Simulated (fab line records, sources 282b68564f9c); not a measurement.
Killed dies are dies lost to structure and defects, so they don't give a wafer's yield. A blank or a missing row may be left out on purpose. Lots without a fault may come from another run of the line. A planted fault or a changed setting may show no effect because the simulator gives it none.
Which tool did it? | flow rit_cmos | 14 lots, 42 wafers sampled, at 2 steps of a route of 202

WHAT THE GAUGES READ, wafer by wafer
RIT_CONTACT_CD_MEAS_08: target cd 1000 nm.
lot  | measured    | on        | cd_nm (nm)
L461 | day 3 06:05 | cd_sem-02 | 1000.5 1000.3 999.2
L462 | day 3 08:21 | cd_sem-02 | 998.4 997.3 998.8
L463 | day 3 13:23 | cd_sem-02 | 999.8 998.0 999.5
L464 | day 3 20:05 | cd_sem-01 | 998.8 999.2 998.8
L465 | day 3 23:34 | cd_sem-01 | 1002.9 1000.3 1003.2
L466 | day 4 05:25 | cd_sem-02 | 1003.1 1003.3 1006.9
L469 | day 5 00:19 | cd_sem-02 | 999.0 999.9 999.7
L473 | day 5 17:26 | cd_sem-01 | 1034.3 1031.3 1032.2
L474 | day 5 21:53 | cd_sem-02 | 1025.7 1022.0 1023.5
L475 | day 6 05:31 | cd_sem-02 | 998.8 1001.1 1000.1
L477 | day 6 13:25 | cd_sem-01 | 1001.6 1001.2 1003.4
L478 | day 6 17:25 | cd_sem-02 | 999.3 999.9 999.3
L479 | day 7 00:28 | cd_sem-02 | 1001.7 1001.7 1001.4
L480 | day 7 03:52 | cd_sem-01 | 1000.2 998.9 1002.0

WHICH TOOL RAN EACH LOT (tool, then ch and the chambers of the sampled wafers, then the start)
lot  | RIT_CONTACT_DEVELOP_07
L461 | litho_track-02 ch 0, day 3 05:00
L462 | litho_track-01 ch 0, day 3 08:00
L463 | litho_track-03 ch 0, day 3 13:00
L464 | litho_track-02 ch 0, day 3 19:00
L465 | litho_track-01 ch 0, day 3 23:00
L466 | litho_track-03 ch 0, day 4 05:00
L469 | litho_track-03 ch 0, day 5 00:00
L473 | litho_track-02 ch 0, day 5 17:00
L474 | litho_track-02 ch 0, day 5 21:00
L475 | litho_track-03 ch 0, day 6 05:00
L477 | litho_track-03 ch 0, day 6 13:00
L478 | litho_track-03 ch 0, day 6 17:00
L479 | litho_track-03 ch 0, day 7 00:00
L480 | litho_track-03 ch 0, day 7 03:00
- RIT_CONTACT_DEVELOP_07: develop time 120 s.

WHAT THE TOOLS THEMSELVES READ (means of the sampled wafers that have a number; where no wafer has one, the mark that the record gives instead)
RIT_CONTACT_DEVELOP_07.
lot  | tool           | exhaust_pa (Pa)
L461 | litho_track-02 | 45.6
L462 | litho_track-01 | 45.0
L463 | litho_track-03 | 46.1
L464 | litho_track-02 | 45.9
L465 | litho_track-01 | 44.5
L466 | litho_track-03 | 45.3
L469 | litho_track-03 | 44.3
L473 | litho_track-02 | 44.2
L474 | litho_track-02 | 45.2
L475 | litho_track-03 | 45.1
L477 | litho_track-03 | 44.9
L478 | litho_track-03 | 45.1
L479 | litho_track-03 | 44.5
L480 | litho_track-03 | 45.6

THE ANSWER, worked out from the rows above alone
Rule: what is usual is taken from the lots themselves. Put in order of their means at a reading, lots are off if they are a third of the lots or fewer, leave a main group of 4 or more, and stand apart from it by a gap of 3 or more times the standard deviation of the main group's means; of several such gaps the widest counts. A main group whose means are all the same, to the digits that the tables above print for the reading, isn't used. A lot without any number at a reading at which 4 lots or more have one is off too. The other lots that the step has rows for count as sound. The gauges are gone through in route order, then the tools' own readings, and for those a lot's mean is taken as printed above. The first step at which some lot is off is used, and at that step the reading that is off furthest; a lot without a number counts as furthest.
Off: L473, L474, at RIT_CONTACT_CD_MEAS_08 (cd_nm). The main group: mean 1000.5 nm, standard deviation 1.7.
A tool fits if, at a process step before that reading, it ran every lot that is off, and no sound lot after the first of them. The gauges at RIT_CONTACT_CD_MEAS_08 are tried like those tools. One fits: litho_track-02 at RIT_CONTACT_DEVELOP_07. Its last sound lot is L464 (day 3 19:00), its first lot that is off L473 (day 5 17:00): a fault that began between those two fits.

WHAT THE SIMULATOR HAD PUT IN
Process parameter drift: litho_track-02, from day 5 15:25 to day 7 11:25, at RIT_CONTACT_DEVELOP_07. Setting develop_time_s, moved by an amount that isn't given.
Lots struck among those shown: L473, L474. The rule above found the same.
